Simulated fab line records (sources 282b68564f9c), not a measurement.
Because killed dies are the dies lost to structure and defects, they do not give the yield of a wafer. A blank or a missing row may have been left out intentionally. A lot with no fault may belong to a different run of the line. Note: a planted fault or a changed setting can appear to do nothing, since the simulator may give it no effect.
Which of the tools did it? | flow rit cmos | Sampling: 14 lots, 42 wafers, 5 of 202 route steps

WHAT THE GAUGES SHOWED, per wafer
RIT_ACTIVE_BOW_MEAS_00.
lot  | measured    | on            | INCOMING_BOW (um)
L404 | day 1 10:01 | film metro-01 | -1 1 1
L405 | day 1 15:01 | film metro-02 | -4 4 -1
L407 | day 2 01:01 | film metro-02 | 10 -8 10
L408 | day 2 06:00 | film metro-01 | -5 7 -7
L409 | day 2 11:00 | film metro-04 | 19 -5 3
L410 | day 2 16:00 | film metro-01 | 3 -2 -11
L411 | day 2 21:00 | film metro-02 | 9 -11 -9
L412 | day 3 02:01 | film metro-02 | -6 0 4
L413 | day 3 07:01 | film metro-02 | 7 -4 -2
L414 | day 3 12:00 | film metro-01 | -3 0 -3
L415 | day 3 17:00 | film metro-02 | -2 4 9
L417 | day 4 03:02 | film metro-02 | 3 -6 -9
L424 | day 5 14:01 | film metro-02 | 6 -8 -1
L427 | day 6 05:00 | film metro-01 | -2 15 -5

RIT_ACTIVE_THK_MEAS_02.
lot  | measured    | on            | ACTIVE_OXIDE_THK (nm)
L404 | day 1 12:04 | film metro-01 | 45.8 45.9 46.6
L405 | day 1 17:04 | film metro-01 | 46.9 47.2 47.9
L407 | day 2 03:08 | film metro-04 | 47.5 48.0 47.1
L408 | day 2 09:48 | film metro-01 | 46.6 46.9 46.8
L409 | day 2 13:03 | film metro-04 | 45.9 45.7 45.8
L410 | day 2 18:03 | film metro-01 | 47.5 47.1 47.2
L411 | day 2 23:03 | film metro-01 | 46.0 46.2 46.7
L412 | day 3 04:04 | film metro-04 | 48.0 47.6 47.3
L413 | day 3 10:14 | film metro-01 | 45.0 45.3 45.5
L414 | day 3 14:03 | film metro-01 | 47.4 47.3 47.7
L415 | day 3 19:03 | film metro-04 | 47.2 46.7 47.4
L417 | day 4 05:04 | film metro-04 | 46.2 46.4 46.3
L424 | day 5 16:55 | film metro-02 | 46.5 46.7 47.1
L427 | day 6 12:20 | film metro-02 | 47.4 47.0 46.5

RIT_NRETRO_OVL_MEAS_06.
lot  | measured    | on         | NRETRO_OVL (nm)
L404 | day 2 06:01 | overlay-01 | -1.5 -0.9 -1.3
L405 | day 2 10:04 | overlay-02 | 0.1 -1.5 -1.0
L407 | day 2 20:54 | overlay-01 | -0.2 -1.6 -1.8
L408 | day 3 03:40 | overlay-01 | 0.0 -2.1 1.1
L409 | day 3 06:07 | overlay-01 | -2.0 -1.6 -0.2
L410 | day 3 12:29 | overlay-01 | -1.8 -2.0 -2.1
L411 | day 3 16:34 | overlay-01 | 0.6 1.1 2.6
L412 | day 3 22:37 | overlay-01 | -1.6 -0.1 -1.1
L413 | day 4 04:48 | overlay-01 | -3.3 -0.9 -1.6
L414 | day 4 07:46 | overlay-01 | -2.7 -1.3 -1.1
L415 | day 4 12:20 | overlay-02 | 1.3 -1.6 -0.2
L417 | day 4 23:06 | overlay-01 | -1.6 -1.3 -0.6
L424 | day 6 11:26 | overlay-01 | -0.8 0.9 0.3
L427 | day 7 10:28 | overlay-01 | -0.3 -0.6 0.1

RIT_PRETRO_OVL_MEAS_06.
lot  | measured    | on         | PRETRO_OVL (nm)
L404 | day 2 07:34 | overlay-02 | -1.1 -0.8 3.4
L405 | day 2 11:44 | overlay-01 | 1.1 2.5 0.7
L407 | day 2 22:34 | overlay-01 | -3.3 -1.4 -2.6
L408 | day 3 05:36 | overlay-01 | -0.7 0.3 0.2
L409 | day 3 07:49 | overlay-01 | -1.2 2.2 1.2
L410 | day 3 14:10 | overlay-01 | 0.6 1.1 1.3
L411 | day 3 18:07 | overlay-01 | -2.0 -0.6 -1.7
L412 | day 4 00:20 | overlay-01 | -1.5 0.0 1.0
L413 | day 4 06:38 | overlay-02 | 0.3 0.3 -0.3
L414 | day 4 09:19 | overlay-02 | - - -
L415 | day 4 14:00 | overlay-02 | 0.4 1.1 -1.6
L417 | day 5 00:47 | overlay-01 | - - -
L424 | day 6 13:13 | overlay-01 | -3.9 0.9 -1.0
L427 | day 7 12:14 | overlay-01 | -0.8 -0.8 -0.5

TOOL THAT RAN EACH LOT (tool first, then ch and the chambers of the sampled wafers, then the start)
lot  | RIT_PRETRO_EXPOSE_03
L404 | iline stepper-02 ch 0, day 2 07:09
L405 | iline stepper-01 ch 0, day 2 11:19
L407 | iline stepper-01 ch 0, day 2 22:10
L408 | iline stepper-02 ch 0, day 3 05:00
L409 | iline stepper-01 ch 0, day 3 07:23
L410 | iline stepper-02 ch 0, day 3 13:44
L411 | iline stepper-02 ch 0, day 3 17:41
L412 | iline stepper-01 ch 0, day 3 23:55
L413 | iline stepper-01 ch 0, day 4 06:13
L414 | iline stepper-01 ch 0, day 4 08:53
L415 | iline stepper-02 ch 0, day 4 13:34
L417 | iline stepper-01 ch 0, day 5 00:23
L424 | iline stepper-02 ch 0, day 6 12:48
L427 | iline stepper-02 ch 0, day 7 11:49
- RIT_PRETRO_EXPOSE_03: exposes mask M5, target cd 43700 nm.

WHAT THE TOOLS THEMSELVES READ (means of the sampled wafers that have a number; where no wafer has one, the mark that the record gives instead)
The record holds no such reading with a usual standard deviation.

THE ANSWER, worked out from the rows above alone
Rule: what is usual is taken from the lots themselves. The widest of any qualifying gaps counts: lots, ordered by their means at a reading, are off when they make up no more than a third of the lots, leave a main group of 4 or more, and stand apart from it by 3 or more times the standard deviation of that group's means. A main group whose means are all the same, to the digits that the tables above print for the reading, isn't used. A lot without any number at a reading at which 4 lots or more have one is off too. All remaining lots with rows at the step are treated as sound. After the gauges, taken in route order, come the tools' own readings; for these a lot's mean is taken, as printed above. At the first step where some lot is off, the reading lying furthest off is the one used; lots without a number count as furthest.
Off: L414, L417, at RIT_PRETRO_OVL_MEAS_06 (PRETRO_OVL). Without a number there: L414, L417. The main group has a mean of -0.2 nm with a standard deviation of 1.1.
A tool fits if, at a process step before that reading, it ran every lot that is off, and no sound lot after the first of them. Gauges at RIT_PRETRO_OVL_MEAS_06: tried the same way as those tools. One fits: iline stepper-01 at RIT_PRETRO_EXPOSE_03. A fault onset in the window from L413 (day 4 06:13, its last sound lot) to L414 (day 4 08:53, its first lot off) fits.

WHAT THE SIMULATOR HAD INSERTED
Scanner matching overlay: iline stepper-01, from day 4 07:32 on, at RIT_PRETRO_EXPOSE_03. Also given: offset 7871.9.
Lots struck among those shown: L414, L417. This agrees with what the rule above found.
